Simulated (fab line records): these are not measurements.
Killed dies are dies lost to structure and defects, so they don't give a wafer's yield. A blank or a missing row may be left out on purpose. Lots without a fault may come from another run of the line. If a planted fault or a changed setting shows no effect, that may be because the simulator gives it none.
A single fault, viewed from 2 desks / flow berkeley cmos170 / each desk holds nothing but its own numbers, with what lay behind them at the end

## FOR THE TOOL OWNER'S DESK: plasma asher-01
The tool's own readings at UCB170_ZERO_STRIP_07 (strips in O2): means of the sampled wafers that have a number, for each lot that ran on this tool. Any lot whose mean is over 4 standard deviations away from the usual mean is out of limits and marked OUT; that distance is given in the brackets.
Columns: A = drypump motor current A at UCB170_ZERO_STRIP_07, usual 5.9 A; B = o2 flow sccm at UCB170_ZERO_STRIP_07, usual 400.1 sccm; C = oes product au at UCB170_ZERO_STRIP_07, usual 0.727 a.u.; D = strip time to endpoint s at UCB170_ZERO_STRIP_07, usual 21.47 s
lot=L742; first seen here=day 1 22:01; A=5.2; B=400.4; C=0.731; D=21.38
lot=L743; first seen here=day 2 03:55; A=5.4; B=400.1; C=0.727; D=21.55
lot=L748; first seen here=day 3 05:28; A=5.2; B=346.2 (-45) OUT; C=0.718; D=22.00 (+12) OUT
lot=L749; first seen here=day 3 12:47; A=5.5; B=373.6 (-22) OUT; C=0.720; D=21.74 (+6.1) OUT
This desk's finding: out of limits on L748, L749; first on L748, day 3 05:28 (o2 flow sccm at UCB170_ZERO_STRIP_07). In limits: L742, L743.

## METROLOGY DESK
Means of the sampled wafers that have a number, per lot and without regard to the tool the lot ran on: this is what the gauges read. Any lot whose mean is over 4 standard deviations away from the usual mean is out of limits and marked OUT; that distance is given in the brackets.
Columns: A = cd nm at UCB170_PLDD_CD_MEAS_06, usual 1200.2 nm; B = cd nm at UCB170_NSD_CD_MEAS_06, usual 1200.5 nm
lot=L742; first seen here=day 6 10:08; A=1199.7; B=1202.2
lot=L743; first seen here=day 7 00:10; A=1199.7; B=1201.3
lot=L744; first seen here=day 7 14:02; A=1202.6; B=1200.5
lot=L748; first seen here=day 7 23:37; A=1204.0; B=1199.2
lot=L747; first seen here=day 7 23:49; A=1200.2; B=1201.6
lot=L749; first seen here=day 8 06:52; A=1202.0; B=1199.2
lot=L754; first seen here=day 9 06:55; A=1199.1; B=1200.2
lot=L755; first seen here=day 9 07:49; A=1198.6; B=1201.8
lot=L760; first seen here=day 9 23:40; A=1201.2; B=1199.5
lot=L759; first seen here=day 9 23:47; A=1199.1; B=1201.2
lot=L761; first seen here=day 10 00:14; A=1200.2; B=1199.2
lot=L757; first seen here=day 10 00:38; A=1201.0; B=1199.7
lot=L762; first seen here=day 10 20:08; A=1197.3; B=1200.0
lot=L763; first seen here=day 10 20:23; A=1201.1; B=1201.4
This desk's verdict: no lot among the 14 shows anything out of limits.

## PUT TOGETHER
At day 3 05:28, on L748, L749, the tool owner's desk was in a position to raise an alarm.
The metrology desk saw nothing out of limits.
The metrology desk has L748, L749 on record, within its limits.
Every lot named ran UCB170_ZERO_STRIP_07 on plasma asher-01.

## WHAT HAD BEEN PUT IN BY THE SIMULATOR
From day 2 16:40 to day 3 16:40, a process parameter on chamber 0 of plasma asher-01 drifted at UCB170_ZERO_STRIP_07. From 400, the setting o2 flow sccm moved by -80. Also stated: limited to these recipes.
Shown lots that were struck: L748, L749.
Delay in hours, fault start to first out-of-limits reading, by desk: the tool owner's desk at 13.
